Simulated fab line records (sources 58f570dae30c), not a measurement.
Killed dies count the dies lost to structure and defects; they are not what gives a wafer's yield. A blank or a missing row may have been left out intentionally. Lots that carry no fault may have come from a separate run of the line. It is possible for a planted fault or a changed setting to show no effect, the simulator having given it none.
What tool caused it? + flow berkeley-cmos170 + Sampling: 14 lots, 42 wafers, 2 of 331 route steps

WHAT THE GAUGES SHOWED, per wafer
UCB170_CONTACT_THK_MEAS_02. Usual: CONTACT_PSG_THK gives 702 nm (standard deviation 5.3).
| lot  | measured     | on            | CONTACT_PSG_THK (nm) | flag |
|------|--------------|---------------|----------------------|------|
| L377 | day 7 08:15  | film-metro-02 | 705 704 709          |      |
| L381 | day 7 16:01  | film-metro-01 | 702 700 704          |      |
| L378 | day 7 16:00  | film-metro-03 | 708 710 704          |      |
| L380 | day 7 16:04  | film-metro-03 | 706 706 702          |      |
| L379 | day 7 16:04  | film-metro-01 | 708 702 706          |      |
| L382 | day 8 03:08  | film-metro-01 | 703 710 707          |      |
| L384 | day 8 16:12  | film-metro-02 | 705 703 707          |      |
| L388 | day 9 20:20  | film-metro-03 | 695 697 696          |      |
| L389 | day 9 23:29  | film-metro-02 | 703 696 699          |      |
| L393 | day 10 09:20 | film-metro-03 | 690 698 689          |      |
| L395 | day 10 14:47 | film-metro-03 | 696 692 692          |      |
| L396 | day 11 07:50 | film-metro-01 | 695 698 697          |      |
| L397 | day 11 14:39 | film-metro-03 | 702 704 698          |      |
| L399 | day 11 14:38 | film-metro-02 | 703 702 704          |      |

EACH LOT AND THE TOOL THAT RAN IT (in order: tool; ch and the chambers of the sampled wafers; start)
| lot  | UCB170_NSD_STRIP_09                  |
|------|--------------------------------------|
| L377 | plasma-asher-04 ch 0,1, day 7 02:52  |
| L381 | plasma-asher-04 ch 0,1, day 7 10:27  |
| L378 | plasma-asher-02 ch 0,1, day 7 10:37  |
| L380 | plasma-asher-01 ch 0,1, day 7 10:49  |
| L379 | plasma-asher-04 ch 0,1, day 7 11:05  |
| L382 | plasma-asher-02 ch 0,1, day 7 22:20  |
| L384 | plasma-asher-02 ch 0,1, day 8 10:24  |
| L388 | plasma-asher-04 ch 0,1, day 9 16:20  |
| L389 | plasma-asher-04 ch 0,1, day 9 17:58  |
| L393 | plasma-asher-01 ch 0,1, day 10 05:20 |
| L395 | plasma-asher-02 ch 0,1, day 10 10:17 |
| L396 | plasma-asher-01 ch 0, day 11 03:49   |
| L397 | plasma-asher-04 ch 0,1, day 11 08:36 |
| L399 | plasma-asher-04 ch 0,1, day 11 08:50 |
- UCB170_NSD_STRIP_09: strips in O2.

WHAT THE TOOLS THEMSELVES READ (means of the sampled wafers that have a number; where no wafer has one, the mark that the record gives instead)
UCB170_NSD_STRIP_09. Usual: drypump-motor-current-A 5.7 A, standard deviation 0.38; oes-product-au 0.534 a.u., standard deviation 0.0045; strip-time-to-endpoint-s 35.80 s, standard deviation 0.055.
| lot  | tool            | drypump-motor-current-A (A) | oes-product-au (a.u.) | strip-time-to-endpoint-s (s) | flag |
|------|-----------------|-----------------------------|-----------------------|------------------------------|------|
| L377 | plasma-asher-04 | 5.7                         | 0.530                 | 35.80                        |      |
| L381 | plasma-asher-04 | 5.7                         | 0.536                 | 35.86                        |      |
| L378 | plasma-asher-02 | 5.5                         | 0.531                 | 35.77                        |      |
| L380 | plasma-asher-01 | 5.3                         | 0.535                 | 35.91                        |      |
| L379 | plasma-asher-04 | 6.0                         | 0.535                 | 35.77                        |      |
| L382 | plasma-asher-02 | 5.7                         | 0.531                 | 35.71                        |      |
| L384 | plasma-asher-02 | 5.6                         | 0.532                 | 35.75                        |      |
| L388 | plasma-asher-04 | 6.0                         | 0.534                 | 35.78                        |      |
| L389 | plasma-asher-04 | 6.0                         | 0.531                 | 35.77                        |      |
| L393 | plasma-asher-01 | 5.3                         | 0.537                 | 35.83                        |      |
| L395 | plasma-asher-02 | 5.7                         | 0.535                 | 35.73                        |      |
| L396 | plasma-asher-01 | 5.1                         | 0.539                 | 35.83                        |      |
| L397 | plasma-asher-04 | 6.0                         | 0.538                 | 35.77                        |      |
| L399 | plasma-asher-04 | 5.7                         | 0.534                 | 35.78                        |      |

THE ANSWER, worked out from the rows above alone
Rule: take the mean of a lot's wafers that have a number; if it is more than 3 standard deviations from the usual mean, the lot is off. A lot without any number at a reading at which 4 lots or more have one is off too. The other lots that the step has rows for count as sound. Order of review: gauges by route order, followed by the tools' own readings, for which a lot's mean as printed above is used. The first step at which some lot is off is used, and at that step the reading that is off furthest; a lot without a number counts as furthest.
No lot is off on any of the readings shown, so nothing can be concluded from this.

WHAT THE SIMULATOR HAD PUT IN
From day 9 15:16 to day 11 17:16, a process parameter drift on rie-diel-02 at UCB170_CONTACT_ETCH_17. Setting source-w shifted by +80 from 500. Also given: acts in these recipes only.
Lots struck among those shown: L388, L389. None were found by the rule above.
